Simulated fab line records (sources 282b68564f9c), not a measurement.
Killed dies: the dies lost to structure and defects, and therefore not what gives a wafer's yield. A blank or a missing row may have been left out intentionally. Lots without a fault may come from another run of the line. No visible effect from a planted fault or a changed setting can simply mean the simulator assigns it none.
A lot that was struck, set against a sound lot || flow rit_cmos || 44 out of 202 route steps
Sound: wafers L135.3, L135.4, L135.5. Wafers struck: L128.1, L128.2, L128.4. The cause is given at the end.
Per side, at each step with rows, come the tool, then ch with its chambers, and then its first start. Under that, the readings that differ: sound wafers || struck wafers || difference of the means || sigmas: that difference in standard deviations of wafers without a fault.
alike: same words and numbers on both sides, and readings whose means sit less than 2 such deviations apart. not compared: any withheld reading, any reading some wafer has no value for, any bound like >300 that may hide the same value, and any number with overlapping values for which the record gives no deviation.
A row with sigmas, a row that says differs or no value, or rows on one side alone: a step with any of these is where the two part. Non-overlapping numbers with no deviation appear without sigmas and do not part them. A reading that every wafer of one side lacks parts them only if that side has two wafers or more.

first, 4 steps without rows for these wafers: RIT_PLDD_SOFTBAKE_02 (time 60 s); RIT_PLDD_EXPOSE_03 (exposes mask M8, target cd 40900 nm); RIT_PLDD_PEB_04; RIT_PLDD_DEVELOP_05 (develop time 50 s).
RIT_PLDD_OVL_MEAS_06:
  sound on overlay-01 at day 6 01:56; struck on overlay-01 at day 4 07:41
{"reading": "PLDD_OVL (nm)", "sound": "-1.0 3.6 2.4", "struck": "-2.3 -1.4 -2.7", "difference": -3.8, "sigmas": -3}
then, 2 steps without rows for these wafers: RIT_PLDD_HARDBAKE_07 (time 60 s); RIT_PLDD_IMPLANT_08.
RIT_PLDD_STRIP_09: strips in O2, time 180 s.
  sound on plasma_asher-04 ch 0,1, day 6 02:19; struck on plasma_asher-04 ch 0,1, day 4 08:01
  alike: drypump_motor_current_A, rf_refl_power_W
  not compared: rf_hours_counter_h
RIT_PLDD_TW_MEAS_10:
  sound on film_metro-03 at day 6 02:28; struck on film_metro-01 at day 4 08:12
  alike: PLDD_TW
then, 3 steps without rows for these wafers: RIT_SPACER_CLEAN_00 (cleans in SC1, time 600 s); RIT_SPACER_CLEAN_01 (cleans in dHF, time 30 s); RIT_SPACER_CLEAN_02 (cleans in SC2, time 600 s).
RIT_SPACER_CVD_03: deposits Si3N4 from SiH2Cl2/NH3, target thk 250 nm, time 3300 s.
  sound on lpcvd-02 ch 1, day 6 03:01; struck on lpcvd-01 ch 1, day 4 09:02
{"reading": "spike_tc_load_C (C)", "sound": "826.1 828.6 828.3", "struck": "832.8 834.3 834.3", "difference": "+6.1", "sigmas": "+2"}
{"reading": "model.Si3N4_of_SPACER_CVD_03.thk_nm (nm)", "sound": "247.3 246 242.6", "struck": "122.3 123.6 123.6", "difference": -122.1, "sigmas": ""}
  alike: sih2cl2_flow_sccm
RIT_SPACER_THK_MEAS_04:
  sound on film_metro-01 at day 6 04:57; struck on film_metro-04 at day 4 10:58
{"reading": "SPACER_NITRIDE_THK (nm)", "sound": "247.3 246.1 242.5", "struck": "122.3 123.6 123.7", "difference": -122.1, "sigmas": -44}
RIT_SPACER_ETCHBACK_05: etches Si3N4 in SF6/CHF3, stops on SiO2, target depth 250 nm, time 240 s.
  sound on rie_diel-04 ch 0,2,3, day 6 04:59; struck on rie_diel-04 ch 0,2,3, day 4 11:01
{"reading": "oes_product_au (a.u.)", "sound": "0.831 0.830 0.859", "struck": "0.528 0.549 0.531", "difference": -0.304, "sigmas": -17}
{"reading": "model.etch.depth_nm (nm)", "sound": "247.3 246 242.6", "struck": "122.3 123.6 123.6", "difference": -122.1, "sigmas": ""}
  alike: SF6_flow_sccm, drypump_motor_current_A, throttle_valve_pct
  not compared: rf_hours_counter_h
then, 6 steps without rows for these wafers: RIT_NSD_HMDS_00 (prime time 60 s); RIT_NSD_COAT_01 (resist thk 1000 nm); RIT_NSD_SOFTBAKE_02 (time 60 s); RIT_NSD_EXPOSE_03 (exposes mask M9, target cd 40700 nm); RIT_NSD_PEB_04; RIT_NSD_DEVELOP_05 (develop time 50 s).
RIT_NSD_OVL_MEAS_06:
  sound on overlay-01 at day 6 06:07; struck on overlay-01 at day 4 12:01
  alike: NSD_OVL
then, 2 steps without rows for these wafers: RIT_NSD_HARDBAKE_07 (time 60 s); RIT_NSD_IMPLANT_08.
RIT_NSD_STRIP_09: strips in O2, time 180 s.
  sound on plasma_asher-04 ch 0,1, day 6 06:30; struck on plasma_asher-01 ch 0,1, day 4 12:21
  alike: drypump_motor_current_A, rf_refl_power_W
  not compared: rf_hours_counter_h
RIT_NSD_TW_MEAS_10:
  sound on film_metro-01 at day 6 06:38; struck on film_metro-02 at day 4 12:32
  alike: NSD_TW
then, 6 steps without rows for these wafers: RIT_PSD_HMDS_00 (prime time 60 s); RIT_PSD_COAT_01 (resist thk 1000 nm); RIT_PSD_SOFTBAKE_02 (time 60 s); RIT_PSD_EXPOSE_03 (exposes mask M10, target cd 40900 nm); RIT_PSD_PEB_04; RIT_PSD_DEVELOP_05 (develop time 50 s).
RIT_PSD_OVL_MEAS_06:
  sound on overlay-02 at day 6 07:40; struck on overlay-02 at day 4 13:26
  alike: PSD_OVL
then, 2 steps without rows for these wafers: RIT_PSD_HARDBAKE_07 (time 60 s); RIT_PSD_IMPLANT_08.
RIT_PSD_STRIP_09: strips in O2, time 180 s.
  sound on plasma_asher-04 ch 0,1, day 6 08:03; struck on plasma_asher-04 ch 0,1, day 4 13:47
  alike: drypump_motor_current_A, rf_refl_power_W
  not compared: rf_hours_counter_h
RIT_PSD_TW_MEAS_10:
  sound on film_metro-02 at day 6 08:11; struck on film_metro-02 at day 4 13:57
  alike: PSD_TW
then, 3 steps without rows for these wafers: RIT_SDANNEAL_CLEAN_00 (cleans in SC1, time 600 s); RIT_SDANNEAL_CLEAN_01 (cleans in dHF, time 30 s); RIT_SDANNEAL_CLEAN_02 (cleans in SC2, time 600 s).
RIT_SDANNEAL_RTA_03: time 5 s.
  sound on rtp_anneal-01 ch 0, day 6 08:37; struck on rtp_anneal-02 ch 0, day 4 14:25
{"reading": "wafer_temp_C_max", "sound": "1057.2 1053.4 1054.4", "struck": "1053.1 1051.6 1052.9", "difference": -2.5, "sigmas": -2}
RIT_SDANNEAL_RS_MEAS_04: measurement is done with a four-point probe.
  sound on film_metro-03 at day 6 08:41; struck on film_metro-01 at day 4 14:28
  alike: PSD_RS
RIT_SILICIDE_WET_ETCH_00: etches SiO2 in BOE, target depth 14 nm, time 15 s.
  sound on wet_bench-01 ch 0, day 6 09:08; struck on wet_bench-01 ch 2, day 4 14:57
{"reading": "model.Si3N4_of_SPACER_CVD_03.thk_nm (nm)", "sound": "194.1 189.8 189.6", "struck": "94.08 95.63 96.01", "difference": -95.93, "sigmas": ""}
RIT_M1_PROBE_99:
  sound on prober-02 at day 6 16:00; struck on prober-01 at day 4 22:28
{"reading": "model.etest.nplus_sal.width_nm (nm)", "sound": "3427 3488 3487", "struck": "3646 3628 3618", "difference": "+163", "sigmas": ""}
{"reading": "model.etest.pplus_sal.width_nm (nm)", "sound": "3416 3490 3488", "struck": "3642 3623 3619", "difference": "+163", "sigmas": ""}
{"reading": "model.etest.nldd.width_nm (nm)", "sound": "3164 3193 3193", "struck": "3331 3337 3328", "difference": "+149", "sigmas": ""}
{"reading": "model.etest.pldd.width_nm (nm)", "sound": "3177 3169 3183", "struck": "3330 3346 3328", "difference": "+158", "sigmas": ""}
{"reading": "model.etest.pwell_pinched.rs_ohm_sq", "sound": "452.2 471.1 462.4", "struck": "576.5 559.2 553.9", "difference": "+101.3", "sigmas": ""}
{"reading": "model.etest.nwell_pinched.rs_ohm_sq", "sound": "334.7 346.8 340.5", "struck": "428.5 425.2 419.6", "difference": "+83.8", "sigmas": ""}
{"reading": "model.etest.well_edge_right.line_ohm_um", "sound": "184.2 180.9 180.9", "struck": "229.8 225 227.7", "difference": "+45.5", "sigmas": ""}
{"reading": "model.etest.well_edge_left.line_ohm_um", "sound": "183.5 182.2 183.2", "struck": "233.5 225.5 222.5", "difference": "+44.2", "sigmas": ""}

## WHERE THEY PART
First at RIT_PLDD_OVL_MEAS_06; last, within this record, at RIT_SDANNEAL_RTA_03. Later steps at which nothing parts them and some readings are alike: RIT_SDANNEAL_RS_MEAS_04.

WHY: what had been put in by the simulator
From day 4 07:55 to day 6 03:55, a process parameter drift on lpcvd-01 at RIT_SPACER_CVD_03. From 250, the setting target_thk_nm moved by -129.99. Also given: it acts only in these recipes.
